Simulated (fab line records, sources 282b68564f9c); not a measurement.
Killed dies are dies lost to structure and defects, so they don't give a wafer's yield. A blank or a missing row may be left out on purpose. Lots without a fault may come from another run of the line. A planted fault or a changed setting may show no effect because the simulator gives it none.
fab line records | flow rit_cmos
record lots=5 wafers=15 last_day=6
route steps=202 shown NLDD@113 PLDD@114 SPACER@125 NSD@131 PSD@142 SDANNEAL@153
lots that met no fault: from a run of the same line without faults
start_h: hours from the record's first day to the start of the lot's first wafer shown | wait_h: hours since the lot's step before | " the same as in the row above | L1.1+2: a row that stands for several wafers | - no value, or no start given | * or withheld: withheld | < > ~ a bound
route shown NAME@n: a module of which the file shows steps, and the number in the route of the first | usual: mean/standard deviation of fault-free wafers | same: alike in all rows | chamber/n: place in a boat | sites: the reading at each site | _std_site: their standard deviation | _edge_site: outer sites' mean less inner sites' | radius_mm: how far each site lies from the wafer's centre | mask NAME#n: copy n | behind: the tool/chamber that last shaped the wafer | hold: why the lot was held/for how many hours/how that ended | device: the transistor (n, p or np) that didn't switch | end of line: the same wafers' tests at the end of the route | a step without rows: its recipe alone | killed: dies lost to structure and defects at the first sort, not the wafer's yield | map: a wafer's dies, x killed, . not, _ none there
set.NAME: the setting as run; set.NAME@STEP: as run at that earlier step | model.NAME: the simulator's own value behind a step, which no gauge read
lots at some steps of the route; a table a step, a row a wafer
services: from which hour (start_h, from the record's first day; less than 0 if before it) a tool's chamber was out of use, for how many hours, and why
## steps
# step RIT_NLDD_TW_MEAS_10
# usual NLDD_TW=2516/23
# columns lot.wafer tool chamber start_h wait_h NLDD_TW
L074.1 film_metro-04 - 42.88 0.1 2502
L074.5 " - " " 2511
L074.6 " - " " 2499
L087.1 film_metro-03 - 108.97 0.1 2492
L087.2 " - " " 2496
L087.3 " - " " 2487
L091.3 film_metro-04 - 128.95 0.1 2517
L091.4 " - " " 2509
L091.5 " - " " 2512
L092.1 film_metro-04 - 137.72 0.1 2509
L092.4 " - " " 2515
L092.6 " - " " 2511
L093.1 film_metro-02 - 138.49 0.1 2570
L093.4 " - " " 2556
L093.5 " - " " 2559
# step RIT_PLDD_HMDS_00
# recipe prime_time_s=60 prime_temp_c=140
# columns lot.wafer tool chamber start_h wait_h
L074.1+5+6 litho_track-01 0 42.94 0.1
L087.1+2+3 litho_track-02 0 109.03 0.1
L091.3+4+5 litho_track-02 0 129.04 0.1
L092.1+4+6 litho_track-04 0 137.78 0.1
L093.1+4+5 litho_track-04 0 138.55 0.1
# step RIT_PLDD_COAT_01
# recipe resist=NOVOLAK spin_rpm=3250 resist_thk_nm=982.6
# columns lot.wafer tool chamber start_h wait_h
L074.1+5+6 litho_track-01 0 43.09 0.1
L087.1+2+3 litho_track-02 0 109.18 0.1
L091.3+4+5 litho_track-02 0 129.19 0.1
L092.1+4+6 litho_track-04 0 137.93 0.1
L093.1+4+5 litho_track-04 0 138.70 0.1
# step RIT_PLDD_SOFTBAKE_02
# recipe resist=NOVOLAK temp_c=90 time_s=60
# columns lot.wafer tool chamber start_h wait_h
L074.1+5+6 litho_track-01 0 43.24 0.1
L087.1+2+3 litho_track-02 0 109.33 0.1
L091.3+4+5 litho_track-02 0 129.34 0.1
L092.1+4+6 litho_track-04 0 138.08 0.1
L093.1+4+5 litho_track-04 0 138.85 0.1
# step RIT_PLDD_EXPOSE_03
# recipe mask_id=M8 na=0.57 target_cd_nm=40900 dose_mj=250
# usual exposure_dose_mJ_cm2=249.93/0.25 reticle_temp_C=22.97/0.1
# columns lot.wafer tool chamber start_h wait_h mask exposure_dose_mJ_cm2 reticle_temp_C
L074.1 iline_stepper-02 0 43.52 0.2 M8#0 249.58 23.16
L074.5 " 0 " " M8#0 250.15 22.95
L074.6 " 0 " " M8#0 250.14 22.98
L087.1 iline_stepper-02 0 109.48 0.1 M8#0 249.93 22.90
L087.2 " 0 " " M8#0 249.68 22.99
L087.3 " 0 " " M8#0 250.37 22.94
L091.3 iline_stepper-02 0 129.60 0.2 M8#0 249.82 23.04
L091.4 " 0 " " M8#0 250.25 22.90
L091.5 " 0 " " M8#0 249.93 22.86
L092.1 iline_stepper-01 0 138.36 0.2 M8#0 250.47 22.93
L092.4 " 0 " " M8#0 250.21 22.96
L092.6 " 0 " " M8#0 249.93 22.95
L093.1 iline_stepper-02 0 139.13 0.2 M8#0 249.59 22.82
L093.4 " 0 " " M8#0 249.73 22.77
L093.5 " 0 " " M8#0 250.29 22.85
# step RIT_PLDD_PEB_04
# recipe resist=NOVOLAK temp_c=withheld time_s=withheld
# columns lot.wafer tool chamber start_h wait_h
L074.1+5+6 litho_track-02 0 43.63 0.1
L087.1+2+3 litho_track-02 0 109.59 0.1
L091.3+4+5 litho_track-04 0 129.73 0.1
L092.1+4+6 litho_track-02 0 138.48 0.1
L093.1+4+5 litho_track-01 0 139.24 0.1
# step RIT_PLDD_DEVELOP_05
# recipe resist=NOVOLAK develop_time_s=50 dev_temp_c=23
# columns lot.wafer tool chamber start_h wait_h
L074.1+5+6 litho_track-02 0 - -
L087.1+2+3 litho_track-02 0 - -
L091.3+4+5 litho_track-04 0 - -
L092.1+4+6 litho_track-02 0 - -
L093.1+4+5 litho_track-01 0 - -
# step RIT_PLDD_OVL_MEAS_06
# usual PLDD_OVL=0.2/1.4
# columns lot.wafer tool chamber start_h wait_h PLDD_OVL[nm]
L074.1 overlay-02 - 43.92 - 3.3
L074.5 " - " " 3.4
L074.6 " - " " 3.5
L087.1 overlay-02 - 109.88 - -1.8
L087.2 " - " " -1.4
L087.3 " - " " -1.7
L091.3 overlay-01 - 129.98 - -1.3
L091.4 " - " " -3.3
L091.5 " - " " -2.6
L092.1 overlay-01 - 138.76 - 0.8
L092.4 " - " " 1.3
L092.6 " - " " 0.3
L093.1 overlay-02 - 139.53 - 0.3
L093.4 " - " " 0.1
L093.5 " - " " 0.3
# step RIT_PLDD_HARDBAKE_07
# recipe resist=NOVOLAK temp_c=140 time_s=60
# columns lot.wafer tool chamber start_h wait_h
L074.1+5+6 litho_track-04 0 43.95 0.0
L087.1+2+3 litho_track-04 0 109.91 0.0
L091.3+4+5 litho_track-01 0 130.05 0.1
L092.1+4+6 litho_track-01 0 138.80 0.0
L093.1+4+5 litho_track-04 0 139.56 0.0
# step RIT_PLDD_IMPLANT_08
# recipe species=BF2 energy_kev=20 dose_cm2=9e+14 tilt_deg=7
# columns lot.wafer tool chamber start_h wait_h
L074.1+5+6 implanter-02 0 44.10 0.1
L087.1+2+3 implanter-03 0 110.06 0.1
L091.3+4+5 implanter-03 0 130.20 0.1
L092.1+4+6 implanter-04 0 138.95 0.1
L093.1+4+5 implanter-02 0 139.71 0.1
# step RIT_PLDD_STRIP_09
# recipe chemistry=O2 time_s=180 resist=NOVOLAK platen_temp_c=withheld power_w=500 pressure_mtorr=4000 o2_flow_sccm=4000
# usual chamber_pressure_mTorr=3999/3.7 drypump_motor_current_A=5.6/0.59
# columns lot.wafer tool chamber start_h wait_h chamber_pressure_mTorr drypump_motor_current_A rf_hours_counter_h
L074.1 plasma_asher-02 0 44.25 0.1 4000 5.7 27
L074.5 " 0 " " 3998 5.8 -
L074.6 " 1 " " 3998 4.8 -
L087.1 plasma_asher-02 1 110.21 0.1 4000 4.7 33
L087.2 " 0 " " 4001 5.7 33
L087.3 " 1 " " 3996 4.7 -
L091.3 plasma_asher-01 0 130.36 0.1 4003 6.3 -
L091.4 " 1 " " 4002 6.0 -
L091.5 " 0 " " 3997 6.3 -
L092.1 plasma_asher-01 0 139.10 0.1 4001 6.3 2
L092.4 " 0 " " 3998 6.3 -
L092.6 " 1 " " 3996 6.0 -
L093.1 plasma_asher-02 0 139.86 0.1 4008 5.7 37
L093.4 " 0 " " 3998 5.7 -
L093.5 " 1 " " 4000 4.7 -
# step RIT_PLDD_TW_MEAS_10
# usual PLDD_TW=2371/24
# columns lot.wafer tool chamber start_h wait_h PLDD_TW
L074.1 film_metro-04 - 44.43 0.1 2363
L074.5 " - " " 2357
L074.6 " - " " 2350
L087.1 film_metro-04 - 110.39 0.1 2363
L087.2 " - " " 2354
L087.3 " - " " 2363
L091.3 film_metro-03 - 130.50 0.1 2362
L091.4 " - " " 2362
L091.5 " - " " 2365
L092.1 film_metro-04 - 139.27 0.1 2365
L092.4 " - " " 2384
L092.6 " - " " 2365
L093.1 film_metro-04 - 140.04 0.1 2359
L093.4 " - " " 2369
L093.5 " - " " 2376
# step RIT_SPACER_CLEAN_00
# recipe chemistry=SC1 mix=3:3:50 time_s=600 temp_c=75
# usual bath_heat_duty_pct=15.5/2.1
# columns lot.wafer tool chamber start_h wait_h bath_heat_duty_pct
L074.1 wet_bench-02 3 44.49 0.1 13.9
L074.5 " 3 " " 15.1
L074.6 " 3 " " 16.6
L087.1 wet_bench-04 3 110.45 0.1 15.7
L087.2 " 3 " " 15.7
L087.3 " 3 " " 17.5
L091.3 wet_bench-02 1 130.54 0.0 13.8
L091.4 " 1 " " 14.6
L091.5 " 1 " " 13.6
L092.1 wet_bench-02 1 139.33 0.1 11.5
L092.4 " 1 " " 12.5
L092.6 " 1 " " 13.7
L093.1 wet_bench-02 2 140.10 0.1 18.0
L093.4 " 2 " " 16.5
L093.5 " 2 " " 17.3
# step RIT_SPACER_CLEAN_01
# recipe chemistry=dHF dilution=50:1 time_s=30
# columns lot.wafer tool chamber start_h wait_h
L074.1+5+6 wet_bench-04 0 44.66 0.0
L087.1+2+3 wet_bench-01 3 110.66 0.0
L091.3+4+5 wet_bench-04 2 130.74 0.0
L092.1+4+6 wet_bench-04 0 139.51 0.0
L093.1+4+5 wet_bench-04 2 140.45 0.0
# step RIT_SPACER_CLEAN_02
# recipe chemistry=SC2 mix=3:3:50 time_s=600 temp_c=75 dry=n2_spin
# usual bath_heat_duty_pct=14.9/1.7
# columns lot.wafer tool chamber start_h wait_h bath_heat_duty_pct
L074.1 wet_bench-01 2 44.68 0.0 15.4
L074.5 " 2 " " 15.6
L074.6 " 2 " " 15.3
L087.1 wet_bench-04 3 110.68 0.0 16.6
L087.2 " 3 " " 17.5
L087.3 " 3 " " 16.6
L091.3 wet_bench-02 3 130.76 0.0 15.8
L091.4 " 3 " " 15.3
L091.5 " 3 " " 13.9
L092.1 wet_bench-01 0 139.52 0.0 16.7
L092.4 " 0 " " 16.1
L092.6 " 0 " " 15.7
L093.1 wet_bench-02 0 140.47 0.0 15.0
L093.4 " 0 " " 13.8
L093.5 " 0 " " 14.5
# step RIT_SPACER_CVD_03
# recipe material=Si3N4 target_thk_nm=250 temp_c=810 precursor=SiH2Cl2/NH3 time_s=3300 pressure_mtorr=300 sih2cl2_flow_sccm=60 nh3_flow_sccm=150
# usual pressure_mtorr=299.9/0.66 sih2cl2_flow_sccm=60.01/0.18 spike_tc_centre_C=811.7/1.6 susceptor_temp_C=810.0/0.36 zone_power_centre_pct=38/3.3 zone_power_load_pct=22.5/1.5
# columns lot.wafer tool chamber start_h wait_h pressure_mtorr sih2cl2_flow_sccm spike_tc_centre_C susceptor_temp_C zone_power_centre_pct zone_power_load_pct
L074.1 lpcvd-02 0 44.86 0.0 300.1 60.19 812.3 810.0 35 24.4
L074.5 " 0 " " 299.2 59.72 811.1 810.3 34 24.4
L074.6 " 0 " " 299.9 59.98 813.7 809.9 35 24.4
L087.1 lpcvd-01 1 110.89 0.0 301.1 60.01 810.3 810.3 41 21.6
L087.2 " 1 " " 300.4 60.06 811.2 810.3 42 22.0
L087.3 " 1 " " 300.7 59.99 810.4 810.2 42 21.7
L091.3 lpcvd-02 1 130.97 0.0 299.8 59.94 814.1 809.8 34 20.7
L091.4 " 1 " " 300.9 59.88 815.5 810.3 34 20.8
L091.5 " 1 " " 300.3 59.99 812.5 809.9 34 21.0
L092.1 lpcvd-01 1 139.71 0.0 300.7 59.92 811.8 810.7 42 21.9
L092.4 " 1 " " 300.5 59.93 810.0 809.7 42 21.8
L092.6 " 1 " " 301.1 59.87 812.6 810.0 42 21.5
L093.1 lpcvd-02 1 141.30 0.5 298.8 59.68 812.8 810.0 34 20.6
L093.4 " 1 " " 299.0 59.73 813.8 810.3 35 20.7
L093.5 " 1 " " 299.5 60.14 813.7 810.2 34 20.9
# step RIT_SPACER_THK_MEAS_04
# recipe reads=Si3N4_of_SPACER_CVD_03
# usual SPACER_NITRIDE_THK=249.2/2.2
# columns lot.wafer tool chamber start_h wait_h SPACER_NITRIDE_THK[nm]
L074.1 film_metro-01 - 46.77 0.0 249.5
L074.5 " - " " 248.8
L074.6 " - " " 248.3
L087.1 film_metro-04 - 112.80 0.0 249.7
L087.2 " - " " 247.7
L087.3 " - " " 246.6
L091.3 film_metro-02 - 132.91 0.0 250.8
L091.4 " - " " 253.4
L091.5 " - " " 251.9
L092.1 film_metro-02 - 141.63 0.0 252.0
L092.4 " - " " 253.9
L092.6 " - " " 251.2
L093.1 film_metro-02 - 143.22 0.0 248.9
L093.4 " - " " 251.1
L093.5 " - " " 248.7
# step RIT_SPACER_ETCHBACK_05
# recipe target_depth_a=2500 SF6_flow_sccm=30 CHF3_flow_sccm=30 target=Si3N4 chemistry=SF6/CHF3 pressure_mtorr=40 rf_w=258.9 time_s=240 stop_on=SiO2
# usual chamber_pressure_mTorr=40.00/0.039 drypump_motor_current_A=6.1/0.54 oes_product_au=0.845/0.011 rf_fwd_power_W=257.9/0.95 throttle_valve_pct=10.27/0.17
# columns lot.wafer tool chamber start_h wait_h chamber_pressure_mTorr drypump_motor_current_A oes_product_au rf_fwd_power_W rf_hours_counter_h throttle_valve_pct
L074.1 rie_diel-04 2 46.83 0.1 40.00 6.3 0.834 260.4 140 10.32
L074.5 " 0 " " 40.00 5.3 0.842 259.0 - 10.20
L074.6 " 2 " " 39.99 6.3 0.835 259.9 - 10.32
L087.1 rie_diel-02 1 112.86 0.1 40.05 6.7 0.852 256.7 7 10.02
L087.2 " 0 " " 39.95 6.5 0.842 258.2 121 10.23
L087.3 " 2 " " 39.98 6.5 0.838 259.8 119 10.02
L091.3 rie_diel-02 2 132.95 0.0 39.97 6.5 0.860 258.7 120 10.02
L091.4 " 3 " " 39.96 5.2 0.863 258.1 72 10.51
L091.5 " 2 " " 40.04 6.5 0.862 257.2 - 10.02
L092.1 rie_diel-04 3 141.69 0.1 39.98 5.3 0.840 258.1 36 10.42
L092.4 " 2 " " 39.97 6.3 0.832 259.4 142 10.33
L092.6 " 0 " " 40.02 5.3 0.847 256.5 - 10.20
L093.1 rie_diel-03 2 143.28 0.1 39.98 6.6 0.834 258.2 117 10.53
L093.4 " 1 " " 39.93 6.3 0.849 258.2 - 10.17
L093.5 " 0 " " 40.02 5.5 0.858 259.3 - 10.46
# step RIT_NSD_HMDS_00
# recipe prime_time_s=60 prime_temp_c=140
# columns lot.wafer tool chamber start_h wait_h
L074.1+5+6 litho_track-04 0 46.98 0.1
L087.1+2+3 litho_track-02 0 113.01 0.1
L091.3+4+5 litho_track-02 0 133.15 0.1
L092.1+4+6 litho_track-04 0 141.86 0.1
L093.1+4+5 litho_track-03 0 143.43 0.1
# step RIT_NSD_COAT_01
# recipe resist=NOVOLAK spin_rpm=3250 resist_thk_nm=1000
# columns lot.wafer tool chamber start_h wait_h
L074.1+5+6 litho_track-04 0 47.13 0.1
L087.1+2+3 litho_track-02 0 113.16 0.1
L091.3+4+5 litho_track-02 0 133.30 0.1
L092.1+4+6 litho_track-04 0 142.01 0.1
L093.1+4+5 litho_track-03 0 143.58 0.1
# step RIT_NSD_SOFTBAKE_02
# recipe resist=NOVOLAK temp_c=90 time_s=60
# columns lot.wafer tool chamber start_h wait_h
L074.1+5+6 litho_track-04 0 47.28 0.1
L087.1+2+3 litho_track-02 0 113.31 0.1
L091.3+4+5 litho_track-02 0 133.45 0.1
L092.1+4+6 litho_track-04 0 142.16 0.1
L093.1+4+5 litho_track-03 0 143.73 0.1
# step RIT_NSD_EXPOSE_03
# recipe mask_id=M9 na=0.57 target_cd_nm=40700 dose_mj=250
# usual exposure_dose_mJ_cm2=249.96/0.29 reticle_temp_C=23.02/0.1
# columns lot.wafer tool chamber start_h wait_h mask exposure_dose_mJ_cm2 reticle_temp_C
L074.1 iline_stepper-01 0 47.56 0.2 M9#0 249.60 22.94
L074.5 " 0 " " M9#0 250.07 22.95
L074.6 " 0 " " M9#0 249.85 22.93
L087.1 iline_stepper-02 0 113.59 0.2 M9#0 250.13 22.98
L087.2 " 0 " " M9#0 250.09 22.95
L087.3 " 0 " " M9#0 250.05 23.03
L091.3 iline_stepper-01 0 133.71 0.2 M9#0 249.99 23.13
L091.4 " 0 " " M9#0 249.82 23.17
L091.5 " 0 " " M9#0 249.48 22.98
L092.1 iline_stepper-02 0 142.44 0.2 M9#0 249.64 22.89
L092.4 " 0 " " M9#0 249.49 23.08
L092.6 " 0 " " M9#0 249.59 23.07
L093.1 iline_stepper-01 0 144.33 0.6 M9#0 249.92 22.80
L093.4 " 0 " " M9#0 249.96 22.89
L093.5 " 0 " " M9#0 250.07 23.22
# step RIT_NSD_PEB_04
# recipe resist=NOVOLAK temp_c=withheld time_s=withheld
# columns lot.wafer tool chamber start_h wait_h
L074.1+5+6 litho_track-03 0 47.67 0.1
L087.1+2+3 litho_track-04 0 113.70 0.1
L091.3+4+5 litho_track-03 0 133.84 0.1
L092.1+4+6 litho_track-04 0 142.55 0.1
L093.1+4+5 litho_track-03 0 144.45 0.1
# step RIT_NSD_DEVELOP_05
# recipe resist=NOVOLAK develop_time_s=50 dev_temp_c=23
# columns lot.wafer tool chamber start_h wait_h
L074.1+5+6 litho_track-03 0 - -
L087.1+2+3 litho_track-04 0 - -
L091.3+4+5 litho_track-03 0 - -
L092.1+4+6 litho_track-04 0 - -
L093.1+4+5 litho_track-03 0 - -
# step RIT_NSD_OVL_MEAS_06
# usual NSD_OVL=0.3/1.3
# columns lot.wafer tool chamber start_h wait_h NSD_OVL[nm]
L074.1 overlay-02 - 47.96 - 1.2
L074.5 " - " " 0.1
L074.6 " - " " 1.0
L087.1 overlay-01 - 113.99 - 0.8
L087.2 " - " " 1.1
L087.3 " - " " 0.4
L091.3 overlay-02 - 134.08 - 2.1
L091.4 " - " " 0.8
L091.5 " - " " 0.8
L092.1 overlay-01 - 142.84 - 1.5
L092.4 " - " " -0.2
L092.6 " - " " -1.0
L093.1 overlay-02 - 144.73 - -0.8
L093.4 " - " " -0.4
L093.5 " - " " 1.6
# step RIT_NSD_HARDBAKE_07
# recipe resist=NOVOLAK temp_c=140 time_s=60
# columns lot.wafer tool chamber start_h wait_h
L074.1+5+6 litho_track-04 0 47.99 0.0
L087.1+2+3 litho_track-02 0 114.02 0.0
L091.3+4+5 litho_track-02 0 134.16 0.1
L092.1+4+6 litho_track-02 0 142.87 0.0
L093.1+4+5 litho_track-04 0 144.77 0.0
# step RIT_NSD_IMPLANT_08
# recipe species=P energy_kev=25 dose_cm2=1e+15 tilt_deg=7
# columns lot.wafer tool chamber start_h wait_h
L074.1+5+6 implanter-01 0 48.14 0.1
L087.1+2+3 implanter-03 0 114.17 0.1
L091.3+4+5 implanter-01 0 134.31 0.1
L092.1+4+6 implanter-04 0 143.02 0.1
L093.1+4+5 implanter-04 0 144.92 0.1
# step RIT_NSD_STRIP_09
# recipe chemistry=O2 time_s=180 resist=NOVOLAK platen_temp_c=withheld power_w=500 pressure_mtorr=4000 o2_flow_sccm=4000
# usual chamber_pressure_mTorr=4000/3.7 drypump_motor_current_A=5.8/0.57
# columns lot.wafer tool chamber start_h wait_h chamber_pressure_mTorr drypump_motor_current_A rf_hours_counter_h
L074.1 plasma_asher-01 0 48.29 0.1 3999 6.4 37
L074.5 " 1 " " 4000 6.0 -
L074.6 " 0 " " 3995 6.4 -
L087.1 plasma_asher-02 0 114.32 0.1 4002 5.7 34
L087.2 " 1 " " 3997 4.7 34
L087.3 " 1 " " 4000 4.7 -
L091.3 plasma_asher-04 0 134.46 0.1 4007 5.0 -
L091.4 " 1 " " 4002 6.2 -
L091.5 " 1 " " 4005 6.2 -
L092.1 plasma_asher-02 1 143.17 0.1 3997 4.7 37
L092.4 " 0 " " 3998 5.7 -
L092.6 " 0 " " 3996 5.7 -
L093.1 plasma_asher-01 1 145.07 0.1 3999 6.0 3
L093.4 " 1 " " 4003 6.0 -
L093.5 " 1 " " 3997 6.0 -
# step RIT_NSD_TW_MEAS_10
# usual NSD_TW=3148/32
# columns lot.wafer tool chamber start_h wait_h NSD_TW
L074.1 film_metro-04 - 48.47 0.1 3146
L074.5 " - " " 3136
L074.6 " - " " 3126
L087.1 film_metro-02 - 114.50 0.1 3178
L087.2 " - " " 3167
L087.3 " - " " 3178
L091.3 film_metro-02 - 134.60 0.1 3199
L091.4 " - " " 3208
L091.5 " - " " 3212
L092.1 film_metro-04 - 143.35 0.1 3145
L092.4 " - " " 3150
L092.6 " - " " 3142
L093.1 film_metro-03 - 145.24 0.1 3150
L093.4 " - " " 3134
L093.5 " - " " 3150
# step RIT_PSD_HMDS_00
# recipe prime_time_s=60 prime_temp_c=140
# columns lot.wafer tool chamber start_h wait_h
L074.1+5+6 litho_track-01 0 48.53 0.1
L087.1+2+3 litho_track-01 0 114.81 0.3
L091.3+4+5 litho_track-03 0 134.69 0.1
L092.1+4+6 litho_track-01 0 143.41 0.1
L093.1+4+5 litho_track-01 0 145.30 0.1
# step RIT_PSD_COAT_01
# recipe resist=NOVOLAK spin_rpm=3250 resist_thk_nm=1000
# columns lot.wafer tool chamber start_h wait_h
L074.1+5+6 litho_track-01 0 48.68 0.1
L087.1+2+3 litho_track-01 0 114.96 0.1
L091.3+4+5 litho_track-03 0 134.84 0.1
L092.1+4+6 litho_track-01 0 143.56 0.1
L093.1+4+5 litho_track-01 0 145.45 0.1
# step RIT_PSD_SOFTBAKE_02
# recipe resist=NOVOLAK temp_c=90 time_s=60
# columns lot.wafer tool chamber start_h wait_h
L074.1+5+6 litho_track-01 0 48.83 0.1
L087.1+2+3 litho_track-01 0 115.11 0.1
L091.3+4+5 litho_track-03 0 134.99 0.1
L092.1+4+6 litho_track-01 0 143.71 0.1
L093.1+4+5 litho_track-01 0 145.60 0.1
# step RIT_PSD_EXPOSE_03
# recipe mask_id=M10 na=0.57 target_cd_nm=40900 dose_mj=250
# usual exposure_dose_mJ_cm2=249.99/0.26 reticle_temp_C=22.99/0.1
# columns lot.wafer tool chamber start_h wait_h mask exposure_dose_mJ_cm2 reticle_temp_C
L074.1 iline_stepper-01 0 48.98 0.1 M10#0 250.13 23.06
L074.5 " 0 " " M10#0 249.39 22.95
L074.6 " 0 " " M10#0 249.67 22.95
L087.1 iline_stepper-01 0 115.39 0.2 M10#0 250.09 23.09
L087.2 " 0 " " M10#0 250.21 23.06
L087.3 " 0 " " M10#0 250.42 23.13
L091.3 iline_stepper-01 0 135.13 0.1 M10#0 249.67 23.01
L091.4 " 0 " " M10#0 249.94 22.86
L091.5 " 0 " " M10#0 250.04 23.11
L092.1 iline_stepper-01 0 143.86 0.1 M10#0 249.90 22.86
L092.4 " 0 " " M10#0 250.31 22.85
L092.6 " 0 " " M10#0 250.16 22.86
L093.1 iline_stepper-01 0 145.75 0.1 M10#0 250.03 23.04
L093.4 " 0 " " M10#0 250.31 23.18
L093.5 " 0 " " M10#0 250.37 22.99
# step RIT_PSD_PEB_04
# recipe resist=NOVOLAK temp_c=withheld time_s=withheld
# columns lot.wafer tool chamber start_h wait_h
L074.1+5+6 litho_track-01 0 49.13 0.1
L087.1+2+3 litho_track-01 0 115.56 0.2
L091.3+4+5 litho_track-03 0 135.26 0.1
L092.1+4+6 litho_track-03 0 143.97 0.1
L093.1+4+5 litho_track-03 0 145.87 0.1
# step RIT_PSD_DEVELOP_05
# recipe resist=NOVOLAK develop_time_s=50 dev_temp_c=23
# columns lot.wafer tool chamber start_h wait_h
L074.1+5+6 litho_track-01 0 - -
L087.1+2+3 litho_track-01 0 - -
L091.3+4+5 litho_track-03 0 - -
L092.1+4+6 litho_track-03 0 - -
L093.1+4+5 litho_track-03 0 - -
# step RIT_PSD_OVL_MEAS_06
# usual PSD_OVL=-0.3/1.4
# columns lot.wafer tool chamber start_h wait_h PSD_OVL[nm]
L074.1 overlay-01 - 49.41 - -3.6
L074.5 " - " " -2.6
L074.6 " - " " -3.1
L087.1 overlay-01 - 115.84 - 1.7
L087.2 " - " " 1.3
L087.3 " - " " 4.3
L091.3 overlay-01 - 135.50 - -0.9
L091.4 " - " " 0.5
L091.5 " - " " 0.2
L092.1 overlay-02 - 144.26 - 1.4
L092.4 " - " " -0.1
L092.6 " - " " -0.7
L093.1 overlay-02 - 146.15 - 0.0
L093.4 " - " " 0.2
L093.5 " - " " -0.3
# step RIT_PSD_HARDBAKE_07
# recipe resist=NOVOLAK temp_c=140 time_s=60
# columns lot.wafer tool chamber start_h wait_h
L074.1+5+6 litho_track-04 0 49.58 0.2
L087.1+2+3 litho_track-04 0 115.88 0.0
L091.3+4+5 litho_track-01 0 135.58 0.1
L092.1+4+6 litho_track-01 0 144.29 0.0
L093.1+4+5 litho_track-03 0 146.19 0.0
# step RIT_PSD_IMPLANT_08
# recipe species=BF2 energy_kev=27 dose_cm2=4.95e+15 tilt_deg=7
# columns lot.wafer tool chamber start_h wait_h
L074.1+5+6 implanter-02 0 49.73 0.1
L087.1+2+3 implanter-04 0 116.03 0.1
L091.3+4+5 implanter-01 0 135.73 0.1
L092.1+4+6 implanter-02 0 144.44 0.1
L093.1+4+5 implanter-04 0 146.34 0.1
# step RIT_PSD_STRIP_09
# recipe chemistry=O2 time_s=180 resist=NOVOLAK platen_temp_c=withheld power_w=500 pressure_mtorr=4000 o2_flow_sccm=4000
# usual chamber_pressure_mTorr=4000/3.1 drypump_motor_current_A=5.9/0.45
# columns lot.wafer tool chamber start_h wait_h chamber_pressure_mTorr drypump_motor_current_A rf_hours_counter_h
L074.1 plasma_asher-01 0 49.88 0.1 4001 6.3 37
L074.5 " 0 " " 4006 6.4 -
L074.6 " 1 " " 4001 6.1 -
L087.1 plasma_asher-03 1 116.18 0.1 3997 6.0 49
L087.2 " 0 " " 3996 5.9 49
L087.3 " 0 " " 4002 5.9 -
L091.3 plasma_asher-04 1 135.89 0.1 3998 6.2 -
L091.4 " 0 " " 3995 5.0 -
L091.5 " 0 " " 3995 5.0 -
L092.1 plasma_asher-01 0 144.59 0.1 4002 6.4 3
L092.4 " 1 " " 4006 6.1 -
L092.6 " 1 " " 3998 6.0 -
L093.1 plasma_asher-03 0 146.49 0.1 4001 5.9 52
L093.4 " 1 " " 3997 6.0 -
L093.5 " 1 " " 4003 6.1 -
# step RIT_PSD_TW_MEAS_10
# usual PSD_TW=3450/34
# columns lot.wafer tool chamber start_h wait_h PSD_TW
L074.1 film_metro-04 - 50.05 0.1 3448
L074.5 " - " " 3441
L074.6 " - " " 3437
L087.1 film_metro-04 - 116.35 0.1 3415
L087.2 " - " " 3421
L087.3 " - " " 3424
L091.3 film_metro-04 - 136.02 0.1 3450
L091.4 " - " " 3457
L091.5 " - " " 3463
L092.1 film_metro-03 - 144.77 0.1 3425
L092.4 " - " " 3426
L092.6 " - " " 3457
L093.1 film_metro-04 - 146.66 0.1 3414
L093.4 " - " " 3414
L093.5 " - " " 3431
# step RIT_SDANNEAL_CLEAN_00
# recipe chemistry=SC1 mix=3:3:50 time_s=600 temp_c=75
# usual bath_heat_duty_pct=15.2/1.6
# columns lot.wafer tool chamber start_h wait_h bath_heat_duty_pct
L074.1 wet_bench-01 1 50.11 0.1 15.9
L074.5 " 1 " " 17.0
L074.6 " 1 " " 17.1
L087.1 wet_bench-01 0 116.41 0.1 15.1
L087.2 " 0 " " 15.4
L087.3 " 0 " " 16.6
L091.3 wet_bench-02 3 136.06 0.0 15.4
L091.4 " 3 " " 14.8
L091.5 " 3 " " 14.7
L092.1 wet_bench-02 3 144.83 0.1 13.9
L092.4 " 3 " " 14.2
L092.6 " 3 " " 14.1
L093.1 wet_bench-01 3 146.72 0.1 13.6
L093.4 " 3 " " 14.5
L093.5 " 3 " " 14.5
# step RIT_SDANNEAL_CLEAN_01
# recipe chemistry=dHF dilution=50:1 time_s=30
# columns lot.wafer tool chamber start_h wait_h
L074.1+5+6 wet_bench-02 0 50.29 0.0
L087.1+2+3 wet_bench-02 1 116.62 0.0
L091.3+4+5 wet_bench-01 3 136.25 0.0
L092.1+4+6 wet_bench-03 1 145.18 0.0
L093.1+4+5 wet_bench-03 0 146.90 0.0
# step RIT_SDANNEAL_CLEAN_02
# recipe chemistry=SC2 mix=3:3:50 time_s=600 temp_c=75 dry=n2_spin
# usual bath_heat_duty_pct=15.6/1.5
# columns lot.wafer tool chamber start_h wait_h bath_heat_duty_pct
L074.1 wet_bench-01 0 50.30 0.0 16.3
L074.5 " 0 " " 16.0
L074.6 " 0 " " 16.9
L087.1 wet_bench-01 3 116.64 0.0 14.6
L087.2 " 3 " " 14.1
L087.3 " 3 " " 14.2
L091.3 wet_bench-03 2 136.27 0.0 15.2
L091.4 " 2 " " 16.8
L091.5 " 2 " " 15.4
L092.1 wet_bench-02 2 145.20 0.0 16.8
L092.4 " 2 " " 17.6
L092.6 " 2 " " 18.3
L093.1 wet_bench-02 3 146.92 0.0 14.7
L093.4 " 3 " " 14.1
L093.5 " 3 " " 16.3
## services
# columns tool chamber start_h hours kind
lpcvd-02 - 22.19 6.1 pm
rie_diel-02 3 24.21 5.2 repair
rie_diel-04 1 28.25 9.1 repair
rie_diel-04 3 29.67 4.2 repair
plasma_asher-03 - 45.88 4.0 pm
rie_diel-03 1 50.38 4.1 repair
implanter-02 - 80.39 3.7 pm
implanter-01 - 84.30 6.2 repair
implanter-04 - 92.41 3.7 repair
rie_diel-02 2 98.30 5.0 repair
plasma_asher-03 - 108.71 1.9 repair
plasma_asher-01 - 108.75 9.0 pm
rie_diel-03 3 113.34 2.7 repair
plasma_asher-01 - 115.26 0.9 repair
rie_diel-04 3 121.15 6.7 repair
iline_stepper-01 - 130.32 1.7 pm
plasma_asher-03 - 130.36 2.8 pm
implanter-03 - 130.60 10.6 repair
implanter-04 - 133.60 3.2 repair
iline_stepper-02 - 139.24 1.7 pm
implanter-03 - 141.21 2.9 pm
implanter-01 - 143.32 5.2 pm
rie_diel-02 - 145.14 2.8 pm
lpcvd-02 - 145.99 2.8 pm
## key
fault none
